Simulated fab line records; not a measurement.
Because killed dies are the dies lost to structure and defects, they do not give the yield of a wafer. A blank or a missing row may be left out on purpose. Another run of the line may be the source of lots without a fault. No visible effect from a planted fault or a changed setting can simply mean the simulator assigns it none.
fab line records	flow berkeley_cmos170
record lots=5	wafers=23
route steps=331 shown PLDD@148 NLDD@159 PSD@178 NSD@195 SDANNEAL@205 SILICIDE@211 CONTACT@220 M1@238
start_h: hours from the record's opening day to when the first of the lot's shown wafers began	wait_h: time in hours since the lot's previous step	" unchanged from the row above	L1.1+2: a row that stands for several wafers	- no value, or no start given	* or withheld: withheld	< > ~ a bound
route shown NAME@n: names a module that has steps shown in the file, with the first one's number in the route	usual: the fault-free wafers' mean and standard deviation	same: alike in all rows	chamber/n: place in a boat	sites: each site's reading	_std_site: their standard deviation	_edge_site: inner sites' mean taken away from outer sites' mean	radius_mm: for every site, how far away it sits from the centre of the wafer	mask NAME#n: copy n	behind: tool/chamber where the wafer was last shaped	hold: the reason the lot was held/the length of the hold in hours/how it ended	device: names the non-switching transistor (n, p or np)	end of line: tests run on the same wafers once the route is complete	a step given without rows: its recipe and nothing more	killed: count of dies lost to structure and defects at first sort (not the wafer's yield)	map: a wafer's dies, marking killed ones x, the rest . and places with no die _
set.NAME: the setting the step ran with; set.NAME@STEP: the setting that earlier step ran with	model.NAME: the simulator's own value behind a step, which no gauge read
lots run with intentionally changed settings; tables by step, rows by wafer
## steps
# step UCB170_PLDD_EXPOSE_03
# recipe mask_id=PSELECT	na=0.5	sigma_outer=0.6	source_shape=conventional	target_cd_nm=1200	dose_mj=30
lot.wafer	tool	chamber	start_h	wait_h	mask	set.dose_mj
L076.1+2+4	krf_scanner-02	0	151.58	0.4	PSELECT#0	30
L076.3+6	"	0	"	"	PSELECT#0	27.97
L077.1+5+6	krf_scanner-01	0	166.10	0.2	PSELECT#0	31.41
L077.2+4	"	0	"	"	PSELECT#0	30
L078.1+5	krf_scanner-02	0	166.62	0.2	PSELECT#0	30
L078.2+4+6	"	0	"	"	PSELECT#0	30.84
L082.1+3+4	krf_scanner-02	0	180.37	0.2	PSELECT#0	30
L083.1+6	krf_scanner-02	0	187.35	0.2	PSELECT#0	30
L083.3+4+5	"	0	"	"	PSELECT#0	30.66
# step UCB170_PLDD_PEB_04
# recipe peb_temp_c=130	peb_time_s=withheld	resist=KrF
# step UCB170_PLDD_DEVELOP_05
# recipe developer=TMAH	develop_time_s=45	resist=KrF	dev_temp_c=21
# step UCB170_PLDD_CD_MEAS_06
# recipe target_cd_nm=1200
# usual cd_nm=1199.3/1.2
lot.wafer	tool	chamber	start_h	wait_h	set.dose_mj@PLDD_EXPOSE_03	cd_nm
L076.1	cd_sem-01	-	152.48	-	30	1198.0
L076.2	"	-	"	"	30	1196.3
L076.3	"	-	"	"	27.97	1186.1
L076.4	"	-	"	"	30	1199.1
L076.6	"	-	"	"	27.97	1185.6
L077.1	cd_sem-01	-	166.92	-	31.41	1207.7
L077.2	"	-	"	"	30	1200.8
L077.4	"	-	"	"	30	1199.4
L077.5	"	-	"	"	31.41	1209.1
L077.6	"	-	"	"	31.41	1207.4
L078.1	cd_sem-02	-	167.19	-	30	1199.2
L078.2	"	-	"	"	30.84	1202.7
L078.4	"	-	"	"	30.84	1202.8
L078.5	"	-	"	"	30	1198.9
L078.6	"	-	"	"	30.84	1204.8
L082.1	cd_sem-02	-	181.56	-	30	1198.6
L082.3	"	-	"	"	30	1200.1
L082.4	"	-	"	"	30	1199.9
L083.1	cd_sem-02	-	188.10	-	30	1200.2
L083.3	"	-	"	"	30.66	1204.3
L083.4	"	-	"	"	30.66	1203.4
L083.5	"	-	"	"	30.66	1203.5
L083.6	"	-	"	"	30	1201.0
# step UCB170_NLDD_COAT_01
# recipe resist=KrF	spin_rpm=1500	resist_thk_nm=900
lot.wafer	tool	chamber	start_h	wait_h	set.resist_thk_nm	model.KrF_of_NLDD_COAT_01.thk_nm
L076.1	litho_track-01	0	153.80	0.1	948.7	943.7
L076.2	"	0	"	"	900	896.9
L076.3	"	0	"	"	948.7	943.4
L076.4	"	0	"	"	900	895.2
L076.6	"	0	"	"	948.7	946.3
L077.1	litho_track-02	0	167.86	0.1	900	898.4
L077.2	"	0	"	"	953.5	951.8
L077.4	"	0	"	"	900	899.4
L077.5	"	0	"	"	953.5	956.1
L077.6	"	0	"	"	900	895.7
L078.1	litho_track-04	0	168.13	0.1	949.3	950.7
L078.2	"	0	"	"	949.3	953.4
L078.4	"	0	"	"	949.3	950.6
L078.5	"	0	"	"	900	901.4
L078.6	"	0	"	"	900	906.3
L082.1	litho_track-02	0	182.78	0.1	900	901.8
L082.3	"	0	"	"	900	899.4
L082.4	"	0	"	"	900	902.3
L083.1	litho_track-02	0	189.24	0.1	876.9	875.7
L083.3	"	0	"	"	900	898
L083.4	"	0	"	"	876.9	873.6
L083.5	"	0	"	"	876.9	876.7
L083.6	"	0	"	"	900	902.1
# step UCB170_NLDD_SOFTBAKE_02
# recipe resist=KrF	temp_c=130	time_s=60
# step UCB170_NLDD_EXPOSE_03
# recipe mask_id=NSELECT	na=0.5	sigma_outer=0.6	source_shape=conventional	target_cd_nm=1200	dose_mj=30
# step UCB170_NLDD_PEB_04
# recipe peb_temp_c=130	peb_time_s=withheld	resist=KrF
# step UCB170_NLDD_DEVELOP_05
# recipe developer=TMAH	develop_time_s=45	resist=KrF	dev_temp_c=21
# step UCB170_NLDD_CD_MEAS_06
# recipe target_cd_nm=1200
# usual cd_nm=1199.9/1.1
lot.wafer	tool	chamber	start_h	wait_h	set.resist_thk_nm@NLDD_COAT_01	cd_nm
L076.1	cd_sem-02	-	155.01	-	948.7	1196.4
L076.2	"	-	"	"	900	1198.5
L076.3	"	-	"	"	948.7	1195.9
L076.4	"	-	"	"	900	1198.5
L076.6	"	-	"	"	948.7	1195.9
L077.1	cd_sem-02	-	168.55	-	900	1203.1
L077.2	"	-	"	"	953.5	1200.4
L077.4	"	-	"	"	900	1201.9
L077.5	"	-	"	"	953.5	1198.7
L077.6	"	-	"	"	900	1201.6
L078.1	cd_sem-01	-	168.95	-	949.3	1198.7
L078.2	"	-	"	"	949.3	1198.3
L078.4	"	-	"	"	949.3	1198.1
L078.5	"	-	"	"	900	1199.8
L078.6	"	-	"	"	900	1200.7
L082.1	cd_sem-01	-	183.60	-	900	1199.4
L082.3	"	-	"	"	900	1199.3
L082.4	"	-	"	"	900	1200.1
L083.1	cd_sem-02	-	190.06	-	876.9	1201.6
L083.3	"	-	"	"	900	1200.0
L083.4	"	-	"	"	876.9	1201.8
L083.5	"	-	"	"	876.9	1202.4
L083.6	"	-	"	"	900	1200.9
# step UCB170_NLDD_IMPLANT_08
# recipe species=As	dose_cm2=5e+13	energy_kev=30	tilt_deg=7	rotation_deg=0
lot.wafer	tool	chamber	start_h	wait_h	set.energy_kev	model.implant.drp_nm
L076.1+2+3	implanter-04	0	155.17	0.0	30	9.611
L076.4+6	"	0	"	"	29.52	9.498
L077.1+2+5	implanter-04	0	168.70	0.0	30	9.611
L077.4+6	"	0	"	"	29.45	9.482
L078.1+2+5	implanter-01	0	169.10	0.0	30	9.611
L078.4+6	"	0	"	"	28.99	9.374
L082.1+3+4	implanter-01	0	183.76	0.0	30	9.611
L083.1+5+6	implanter-04	0	190.21	0.0	30	9.611
L083.3+4	"	0	"	"	29.18	9.419
# step UCB170_NLDD_IMPLANT_09
# recipe species=As	dose_cm2=5e+13	energy_kev=30	tilt_deg=7	rotation_deg=180
# step UCB170_NLDD_STRIP_10
# recipe chemistry=O2	power_w=400	pressure_mtorr=3500	platen_temp_c=withheld	o2_flow_sccm=400	overash_fraction=0.5
# usual strip_time_to_endpoint_s=21.62/0.065
lot.wafer	tool	chamber	start_h	wait_h	set.resist_thk_nm@NLDD_COAT_01	strip_time_to_endpoint_s
L076.1	plasma_asher-04	1	155.47	0.1	948.7	22.67
L076.2	"	0	"	"	900	21.55
L076.3	"	0	"	"	948.7	22.66
L076.4	"	1	"	"	900	21.50
L076.6	"	0	"	"	948.7	22.74
L077.1	plasma_asher-02	1	169.00	0.1	900	21.60
L077.2	"	0	"	"	953.5	22.86
L077.4	"	1	"	"	900	21.61
L077.5	"	1	"	"	953.5	22.97
L077.6	"	0	"	"	900	21.52
L078.1	plasma_asher-01	1	169.40	0.1	949.3	22.83
L078.2	"	0	"	"	949.3	22.90
L078.4	"	0	"	"	949.3	22.85
L078.5	"	1	"	"	900	21.68
L078.6	"	0	"	"	900	21.79
L082.1	plasma_asher-02	0	184.06	0.1	900	21.67
L082.3	"	1	"	"	900	21.63
L082.4	"	0	"	"	900	21.69
L083.1	plasma_asher-01	1	190.51	0.1	876.9	21.05
L083.3	"	1	"	"	900	21.56
L083.4	"	0	"	"	876.9	20.98
L083.5	"	1	"	"	876.9	21.08
L083.6	"	0	"	"	900	21.68
# step UCB170_PSD_EXPOSE_03
# recipe mask_id=PSELECT_MOD	na=0.5	sigma_outer=0.6	source_shape=conventional	target_cd_nm=1200	dose_mj=30
lot.wafer	tool	chamber	start_h	wait_h	mask	set.dose_mj
L076.1+3+4	krf_scanner-02	0	161.61	0.2	PSELECT_MOD#0	31.39
L076.2+6	"	0	"	"	PSELECT_MOD#0	30
L077.1+2+6	krf_scanner-02	0	176.65	0.2	PSELECT_MOD#0	30
L077.4+5	"	0	"	"	PSELECT_MOD#0	29.36
L078.1+4	krf_scanner-02	0	176.76	0.4	PSELECT_MOD#0	30
L078.2+5+6	"	0	"	"	PSELECT_MOD#0	28.12
L082.1+3+4	krf_scanner-02	0	192.49	0.6	PSELECT_MOD#0	30
L083.1+3+4+5+6	krf_scanner-02	0	200.76	0.2	PSELECT_MOD#0	30
# step UCB170_PSD_PEB_04
# recipe peb_temp_c=130	peb_time_s=withheld	resist=KrF
# step UCB170_PSD_DEVELOP_05
# recipe developer=TMAH	develop_time_s=45	resist=KrF	dev_temp_c=21
# step UCB170_PSD_CD_MEAS_06
# recipe target_cd_nm=1200
# usual cd_nm=1199.9/1.7
lot.wafer	tool	chamber	start_h	wait_h	set.dose_mj@PSD_EXPOSE_03	cd_nm
L076.1	cd_sem-01	-	162.21	-	31.39	1212.3
L076.2	"	-	"	"	30	1202.0
L076.3	"	-	"	"	31.39	1209.5
L076.4	"	-	"	"	31.39	1211.3
L076.6	"	-	"	"	30	1203.2
L077.1	cd_sem-02	-	177.04	-	30	1197.1
L077.2	"	-	"	"	30	1197.6
L077.4	"	-	"	"	29.36	1193.4
L077.5	"	-	"	"	29.36	1194.2
L077.6	"	-	"	"	30	1198.5
L078.1	cd_sem-01	-	177.15	-	30	1200.2
L078.2	"	-	"	"	28.12	1192.7
L078.4	"	-	"	"	30	1202.0
L078.5	"	-	"	"	28.12	1191.0
L078.6	"	-	"	"	28.12	1189.9
L082.1	cd_sem-01	-	192.89	-	30	1198.6
L082.3	"	-	"	"	30	1199.5
L082.4	"	-	"	"	30	1198.8
L083.1	cd_sem-01	-	202.10	-	30	1198.6
L083.3	"	-	"	"	30	1199.6
L083.4	"	-	"	"	30	1199.5
L083.5	"	-	"	"	30	1199.8
L083.6	"	-	"	"	30	1198.6
# step UCB170_NSD_IMPLANT_08
# recipe species=P	dose_cm2=3e+15	energy_kev=40	tilt_deg=7
lot.wafer	tool	chamber	start_h	wait_h	set.energy_kev	model.implant.rp_nm	model.implant.drp_nm
L076.1+2+3+4+6	implanter-02	0	164.32	0.0	40	47.77	21.16
L077.1+2+4+5+6	implanter-02	0	178.98	0.0	40	49.05	21.16
L078.1+4+5	implanter-04	0	179.22	0.0	40	48.16	21.16
L078.2+6	"	0	"	"	38.64	46.56	20.54
L082.1+3+4	implanter-03	0	195.55	0.0	40	47.58	21.16
L083.1+3+4	implanter-04	0	203.98	0.0	40	48.74	21.16
L083.5+6	"	0	"	"	38.8	47.31	20.61
# step UCB170_NSD_STRIP_09
# recipe chemistry=O2	power_w=400	pressure_mtorr=3500	platen_temp_c=withheld	o2_flow_sccm=400	overash_fraction=0.5
# usual strip_time_to_endpoint_s=35.82/0.054
lot.wafer	tool	chamber	start_h	wait_h	set.energy_kev@NSD_IMPLANT_08	strip_time_to_endpoint_s
L076.1	plasma_asher-03	1	164.47	0.1	40	35.84
L076.2	"	0	"	"	40	35.70
L076.3	"	1	"	"	40	35.73
L076.4	"	0	"	"	40	35.71
L076.6	"	1	"	"	40	35.85
L077.1	plasma_asher-02	1	179.13	0.1	40	35.80
L077.2	"	0	"	"	40	35.85
L077.4	"	1	"	"	40	35.77
L077.5	"	0	"	"	40	35.79
L077.6	"	1	"	"	40	35.78
L078.1	plasma_asher-01	1	179.37	0.1	40	35.79
L078.2	"	0	"	"	38.64	35.32
L078.4	"	1	"	"	40	35.77
L078.5	"	1	"	"	40	35.83
L078.6	"	0	"	"	38.64	35.27
L082.1	plasma_asher-02	0	195.70	0.1	40	35.89
L082.3	"	0	"	"	40	35.78
L082.4	"	1	"	"	40	35.82
L083.1	plasma_asher-02	0	204.13	0.1	40	35.82
L083.3	"	1	"	"	40	35.82
L083.4	"	0	"	"	40	35.85
L083.5	"	1	"	"	38.8	35.38
L083.6	"	0	"	"	38.8	35.40
# step UCB170_NSD_CLEAN_11
# recipe chemistry=SPM	temp_c=120	time_s=600
# step UCB170_SDANNEAL_RTA_01
# recipe temp_c=1050	time_s=5	ambient=N2
# step UCB170_SDANNEAL_RS_MEAS_03
# recipe thk_meas_gauge=four-point-probe
# usual NSD_RS=37.28/0.071
lot.wafer	tool	chamber	start_h	wait_h	set.energy_kev@NSD_IMPLANT_08	NSD_RS[ohm/sq]
L076.1	film_metro-01	-	166.12	0.1	40	37.29
L076.2	"	-	"	"	40	37.40
L076.3	"	-	"	"	40	37.36
L076.4	"	-	"	"	40	37.34
L076.6	"	-	"	"	40	37.32
L077.1	film_metro-01	-	181.21	0.1	40	37.17
L077.2	"	-	"	"	40	37.23
L077.4	"	-	"	"	40	37.24
L077.5	"	-	"	"	40	37.20
L077.6	"	-	"	"	40	37.20
L078.1	film_metro-02	-	181.26	0.1	40	37.40
L078.2	"	-	"	"	38.64	37.68
L078.4	"	-	"	"	40	37.37
L078.5	"	-	"	"	40	37.39
L078.6	"	-	"	"	38.64	37.92
L082.1	film_metro-01	-	197.03	0.1	40	37.11
L082.3	"	-	"	"	40	37.21
L082.4	"	-	"	"	40	37.14
L083.1	film_metro-04	-	205.67	0.1	40	37.33
L083.3	"	-	"	"	40	37.23
L083.4	"	-	"	"	40	37.21
L083.5	"	-	"	"	38.8	37.65
L083.6	"	-	"	"	38.8	37.64
# step UCB170_SILICIDE_SPUTTER_01
# recipe material=Ti	target_thk_nm=30	time_s=25	power_w=1500	chamber_pressure_pa=0.5
lot.wafer	tool	chamber	start_h	wait_h	set.power_w	model.Ti_of_SILICIDE_SPUTTER_01.thk_nm
L076.1	pvd_sputter-03	-	166.54	0.0	1418	28.65
L076.2	"	-	"	"	1500	30.05
L076.3	"	-	"	"	1500	30.1
L076.4	"	-	"	"	1500	29.9
L076.6	"	-	"	"	1418	28.46
L077.1	pvd_sputter-04	-	181.63	0.0	1378	27.95
L077.2	"	-	"	"	1500	30.18
L077.4	"	-	"	"	1500	30.04
L077.5	"	-	"	"	1378	27.5
L077.6	"	-	"	"	1500	30.54
L078.1	pvd_sputter-03	-	181.68	0.0	1500	30.01
L078.2	"	-	"	"	1500	29.7
L078.4+6	"	-	"	"	1500	29.97
L078.5	"	-	"	"	1500	30.52
L082.1	pvd_sputter-04	-	197.46	0.0	1500	30.01
L082.3	"	-	"	"	1500	30.35
L082.4	"	-	"	"	1500	29.89
L083.1	pvd_sputter-03	-	206.10	0.0	1500	30.03
L083.3	"	-	"	"	1434	28.5
L083.4	"	-	"	"	1500	29.78
L083.5	"	-	"	"	1434	28.61
L083.6	"	-	"	"	1434	28.34
# step UCB170_SILICIDE_RS_MEAS_02
# recipe thk_meas_gauge=four-point-probe	reads=Ti_of_SILICIDE_SPUTTER_01
# usual SILICIDE_TI_RS=26.10/0.29
lot.wafer	tool	chamber	start_h	wait_h	set.power_w@SILICIDE_SPUTTER_01	SILICIDE_TI_RS[ohm/sq]
L076.1	film_metro-03	-	166.57	0.0	1418	27.60
L076.2	"	-	"	"	1500	26.07
L076.3	"	-	"	"	1500	25.96
L076.4	"	-	"	"	1500	26.21
L076.6	"	-	"	"	1418	27.71
L077.1	film_metro-03	-	181.66	0.0	1378	28.42
L077.2	"	-	"	"	1500	25.95
L077.4	"	-	"	"	1500	26.07
L077.5	"	-	"	"	1378	28.95
L077.6	"	-	"	"	1500	25.55
L078.1	film_metro-02	-	181.71	0.0	1500	26.10
L078.2	"	-	"	"	1500	26.45
L078.4	"	-	"	"	1500	26.16
L078.5	"	-	"	"	1500	25.60
L078.6	"	-	"	"	1500	26.20
L082.1	film_metro-02	-	197.49	0.0	1500	26.11
L082.3	"	-	"	"	1500	25.74
L082.4	"	-	"	"	1500	26.27
L083.1	film_metro-04	-	206.13	0.0	1500	26.14
L083.3	"	-	"	"	1434	27.78
L083.4	"	-	"	"	1500	26.43
L083.5	"	-	"	"	1434	27.70
L083.6	"	-	"	"	1434	27.96
# step UCB170_SILICIDE_THK_MEAS_03
# recipe thk_meas_gauge=xrf	reads=Ti_of_SILICIDE_SPUTTER_01
# usual SILICIDE_TI_THK=29.50/0.28
lot.wafer	tool	chamber	start_h	wait_h	set.power_w@SILICIDE_SPUTTER_01	SILICIDE_TI_THK[nm]
L076.1	film_metro-03	-	166.69	0.1	1418	28.01
L076.2	"	-	"	"	1500	29.38
L076.3	"	-	"	"	1500	29.46
L076.4	"	-	"	"	1500	29.29
L076.6	"	-	"	"	1418	27.92
L077.1	film_metro-03	-	181.78	0.1	1378	27.22
L077.2	"	-	"	"	1500	29.50
L077.4	"	-	"	"	1500	29.45
L077.5	"	-	"	"	1378	26.85
L077.6	"	-	"	"	1500	29.82
L078.1	film_metro-02	-	181.83	0.1	1500	29.55
L078.2	"	-	"	"	1500	29.11
L078.4	"	-	"	"	1500	29.34
L078.5	"	-	"	"	1500	30.00
L078.6	"	-	"	"	1500	29.41
L082.1	film_metro-02	-	197.61	0.1	1500	29.38
L082.3	"	-	"	"	1500	29.73
L082.4	"	-	"	"	1500	29.38
L083.1	film_metro-04	-	206.25	0.1	1500	29.58
L083.3	"	-	"	"	1434	28.02
L083.4	"	-	"	"	1500	29.24
L083.5	"	-	"	"	1434	28.23
L083.6	"	-	"	"	1434	27.99
# step UCB170_CONTACT_COAT_04
# recipe resist=KrF	spin_rpm=1500	resist_thk_nm=900
lot.wafer	tool	chamber	start_h	wait_h	set.spin_rpm	model.KrF_of_CONTACT_COAT_04.thk_nm
L076.1	litho_track-02	0	169.02	0.1	1610	867.7
L076.2	"	0	"	"	1610	865.1
L076.3	"	0	"	"	1500	900.2
L076.4	"	0	"	"	1500	902.2
L076.6	"	0	"	"	1500	901.4
L077.1	litho_track-04	0	184.32	0.1	1500	901.6
L077.2	"	0	"	"	1550	887.4
L077.4	"	0	"	"	1500	903
L077.5	"	0	"	"	1550	885.4
L077.6	"	0	"	"	1500	904
L078.1	litho_track-04	0	186.32	0.1	1500	901.9
L078.2	"	0	"	"	1500	901.6
L078.4	"	0	"	"	1500	901.8
L078.5	"	0	"	"	1500	902.3
L078.6	"	0	"	"	1500	902.6
L082.1	litho_track-01	0	200.17	0.1	1500	901.1
L082.3	"	0	"	"	1500	900.2
L082.4	"	0	"	"	1500	900.5
L083.1	litho_track-01	0	209.63	0.1	1500	898.8
L083.3	"	0	"	"	1500	896.3
L083.4	"	0	"	"	1500	896.9
L083.5	"	0	"	"	1500	896.4
L083.6	"	0	"	"	1500	897.3
# step UCB170_CONTACT_SOFTBAKE_05
# recipe resist=KrF	temp_c=130	time_s=60
# step UCB170_CONTACT_STRIP_06
# recipe chemistry=O2	power_w=400	pressure_mtorr=3500	platen_temp_c=withheld	o2_flow_sccm=400	overash_fraction=0.5
# usual strip_time_to_endpoint_s=21.97/0.055
lot.wafer	tool	chamber	start_h	wait_h	set.spin_rpm@CONTACT_COAT_04	strip_time_to_endpoint_s
L076.1	plasma_asher-04	0	169.32	0.1	1610	21.19
L076.2	"	1	"	"	1610	21.12
L076.3	"	0	"	"	1500	21.97
L076.4	"	1	"	"	1500	22.03
L076.6	"	1	"	"	1500	21.98
L077.1	plasma_asher-02	0	184.62	0.1	1500	22.00
L077.2	"	1	"	"	1550	21.68
L077.4	"	0	"	"	1500	22.04
L077.5	"	0	"	"	1550	21.61
L077.6	"	1	"	"	1500	22.05
L078.1	plasma_asher-04	1	186.62	0.1	1500	22.01
L078.2	"	0	"	"	1500	22.01
L078.4	"	0	"	"	1500	22.00
L078.5	"	1	"	"	1500	22.04
L078.6	"	0	"	"	1500	22.02
L082.1	plasma_asher-04	1	200.47	0.1	1500	22.00
L082.3	"	0	"	"	1500	21.97
L082.4	"	1	"	"	1500	21.98
L083.1	plasma_asher-04	1	209.93	0.1	1500	21.93
L083.3	"	1	"	"	1500	21.89
L083.4	"	0	"	"	1500	21.90
L083.5	"	1	"	"	1500	21.87
L083.6	"	0	"	"	1500	21.90
# step UCB170_M1_SPUTTER_00
# recipe material=Al	target_thk_nm=600	time_s=80	power_w=6000	chamber_pressure_pa=0.5
lot.wafer	tool	chamber	start_h	wait_h	set.chamber_pressure_pa	model.Al_of_M1_SPUTTER_00.thk_nm
L076.1	pvd_sputter-02	-	171.34	0.0	0.5467	578.2
L076.2	"	-	"	"	0.5467	586.3
L076.3	"	-	"	"	0.5467	580.9
L076.4	"	-	"	"	0.5467	584.5
L076.6	"	-	"	"	0.5467	585.9
L077.1	pvd_sputter-03	-	187.19	0.0	0.5549	575.4
L077.2	"	-	"	"	0.5549	585.6
L077.4	"	-	"	"	0.5549	581.8
L077.5	"	-	"	"	0.5549	582
L077.6	"	-	"	"	0.5549	586.8
L078.1	pvd_sputter-03	-	189.38	0.0	0.5	604.4
L078.2	"	-	"	"	0.5	606.6
L078.4	"	-	"	"	0.5	611.4
L078.5	"	-	"	"	0.5	610
L078.6	"	-	"	"	0.5	594.8
L082.1	pvd_sputter-03	-	203.63	0.0	0.5	595.8
L082.3	"	-	"	"	0.5	603.3
L082.4	"	-	"	"	0.5	597.6
L083.1	pvd_sputter-02	-	211.99	0.0	0.5	590.7
L083.3	"	-	"	"	0.5	600.1
L083.4	"	-	"	"	0.5	598.3
L083.5	"	-	"	"	0.5	601.8
L083.6	"	-	"	"	0.5	600.9
## key
split step=UCB170_PLDD_EXPOSE_03	setting=dose_mj	stated=30	by=wafer
response step=UCB170_PLDD_CD_MEAS_06	reading=cd_nm	change=+1.71	per=1%	r=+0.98
split step=UCB170_NLDD_COAT_01	setting=resist_thk_nm	stated=900	by=wafer
response step=UCB170_NLDD_COAT_01	reading=model.KrF_of_NLDD_COAT_01.thk_nm	change=+9.09	per=1%	r=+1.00
response step=UCB170_NLDD_CD_MEAS_06	reading=cd_nm	change=-0.425	per=1%	r=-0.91
response step=UCB170_NLDD_STRIP_10	reading=strip_time_to_endpoint_s	change=*	per=1%	r=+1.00
split step=UCB170_NLDD_IMPLANT_08	setting=energy_kev	stated=30	by=wafer
response step=UCB170_NLDD_IMPLANT_08	reading=model.implant.drp_nm	change=+0.0701	per=1%	r=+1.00
split step=UCB170_PSD_EXPOSE_03	setting=dose_mj	stated=30	by=wafer
response step=UCB170_PSD_CD_MEAS_06	reading=cd_nm	change=+1.68	per=1%	r=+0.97
split step=UCB170_NSD_IMPLANT_08	setting=energy_kev	stated=40	by=wafer
response step=UCB170_NSD_IMPLANT_08	reading=model.implant.rp_nm	change=+0.475	per=1%	r=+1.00
response step=UCB170_NSD_IMPLANT_08	reading=model.implant.drp_nm	change=+0.18	per=1%	r=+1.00
response step=UCB170_NSD_STRIP_09	reading=strip_time_to_endpoint_s	change=*	per=1%	r=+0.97
response step=UCB170_SDANNEAL_RS_MEAS_03	reading=NSD_RS	change=-0.125	per=1%	r=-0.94
split step=UCB170_SILICIDE_SPUTTER_01	setting=power_w	stated=1500	by=wafer
response step=UCB170_SILICIDE_SPUTTER_01	reading=model.Ti_of_SILICIDE_SPUTTER_01.thk_nm	change=+0.301	per=1%	r=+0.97
response step=UCB170_SILICIDE_RS_MEAS_02	reading=SILICIDE_TI_RS	change=-0.332	per=1%	r=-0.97
response step=UCB170_SILICIDE_THK_MEAS_03	reading=SILICIDE_TI_THK	change=+0.298	per=1%	r=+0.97
split step=UCB170_CONTACT_COAT_04	setting=spin_rpm	stated=1500	by=wafer
response step=UCB170_CONTACT_COAT_04	reading=model.KrF_of_CONTACT_COAT_04.thk_nm	change=-4.78	per=1%	r=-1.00
response step=UCB170_CONTACT_STRIP_06	reading=strip_time_to_endpoint_s	change=*	per=1%	r=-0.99
split step=UCB170_M1_SPUTTER_00	setting=chamber_pressure_pa	stated=0.5	by=lot
response step=UCB170_M1_SPUTTER_00	reading=model.Al_of_M1_SPUTTER_00.thk_nm	change=-1.81	per=1%	r=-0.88
